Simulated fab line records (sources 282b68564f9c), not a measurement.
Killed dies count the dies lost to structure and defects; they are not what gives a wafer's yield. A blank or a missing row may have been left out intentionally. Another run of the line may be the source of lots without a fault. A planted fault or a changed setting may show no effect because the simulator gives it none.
Tool commonality check ; flow ritCmos ; 36 wafers sampled across 12 lots

== REASON IT WAS OPENED ==
Of 12 lots, 2 have the reading PRETRO_TW flagged at RIT_PRETRO_TW_MEAS_10. Fault-free wafers read 482, with a standard deviation of 4.1.
Rule: a lot is flagged in two cases, either no wafer of it has a number, or all its wafers with numbers fall more than 4 standard deviations from that mean. The other lots count as sound.

lot;measured;on;PRETRO_TW, wafer by wafer;flag
L159;day 2 09:07;filmMetro-03;486 484 481;
L160;day 2 14:55;filmMetro-03;484 486 483;
L161;day 2 19:06;filmMetro-02;484 483 480;
L166;day 3 19:40;filmMetro-01;450 447 447;FLAGGED
L170;day 4 16:54;filmMetro-02;455 454 457;FLAGGED
L172;day 5 02:37;filmMetro-02;485 482 485;
L173;day 5 06:49;filmMetro-02;485 487 486;
L175;day 5 19:16;filmMetro-01;479 479 477;
L179;day 6 13:27;filmMetro-01;476 478 478;
L180;day 6 19:31;filmMetro-02;488 487 486;
L181;day 7 00:48;filmMetro-02;484 487 487;
L182;day 7 06:26;filmMetro-03;481 484 480;
Average over the flagged lots: 452; offset from the usual -30, equal to -7 standard deviations.

== WHICH TOOL EACH LOT WENT THROUGH ==
The record holds 1 process step before the reading, out of a route of 202 steps. Each cell gives the tool, then ch followed by the chambers the sampled wafers passed through, then the start.
lot;flag;RIT_PRETRO_IMPLANT_08
L159;;implanter-04 ch 0, day 2 08:50
L160;;implanter-03 ch 0, day 2 14:35
L161;;implanter-04 ch 0, day 2 18:46
L166;FLAGGED;implanter-04 ch 0, day 3 19:20
L170;FLAGGED;implanter-04 ch 0, day 4 16:35
L172;;implanter-03 ch 0, day 5 02:18
L173;;implanter-02 ch 0, day 5 06:29
L175;;implanter-02 ch 0, day 5 18:58
L179;;implanter-02 ch 0, day 6 13:08
L180;;implanter-02 ch 0, day 6 19:11
L181;;implanter-02 ch 0, day 7 00:29
L182;;implanter-02 ch 0, day 7 06:07
These steps, and what they do:
- RIT_PRETRO_IMPLANT_08
- RIT_PRETRO_TW_MEAS_10

== FLAGGED AGAINST TOTAL, ONE TOOL AT A TIME (gauges that did the reading follow at the end) ==
step;tool;lots run;flagged;share of the flagged lots;sound lots run after its first flagged lot
RIT_PRETRO_IMPLANT_08;implanter-02;6;0;none;-
RIT_PRETRO_IMPLANT_08;implanter-03;2;0;none;-
RIT_PRETRO_IMPLANT_08;implanter-04;4;2;all;0
RIT_PRETRO_TW_MEAS_10;filmMetro-01;3;1;some;2 (L175,L179)
RIT_PRETRO_TW_MEAS_10;filmMetro-02;6;1;some;4 (L172,L173,L180,L181)
RIT_PRETRO_TW_MEAS_10;filmMetro-03;3;0;none;-

== WHAT IS ALLOWED BY THE TABLE ==
1 row of the table ran every flagged lot: implanter-04 at RIT_PRETRO_IMPLANT_08.
- implanter-04 at RIT_PRETRO_IMPLANT_08: 2 of its 4 lots flagged. Last sound lot L161 at day 2 18:46, first flagged lot L166 at day 3 19:20; a fault beginning in between fits. Its own readings (doseIonsCm2, faradayCurrentUA) fall more than 4 standard deviations out on all wafers of the flagged lots.
Just one tool remains: implanter-04 at RIT_PRETRO_IMPLANT_08.

== WHAT HAD BEEN PUT IN BY THE SIMULATOR ==
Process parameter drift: implanter-04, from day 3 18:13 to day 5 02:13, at RIT_PRETRO_IMPLANT_08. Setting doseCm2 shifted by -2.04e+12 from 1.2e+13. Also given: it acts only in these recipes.
Lots struck among those shown: L166, L170. This agrees with what the rule above found.
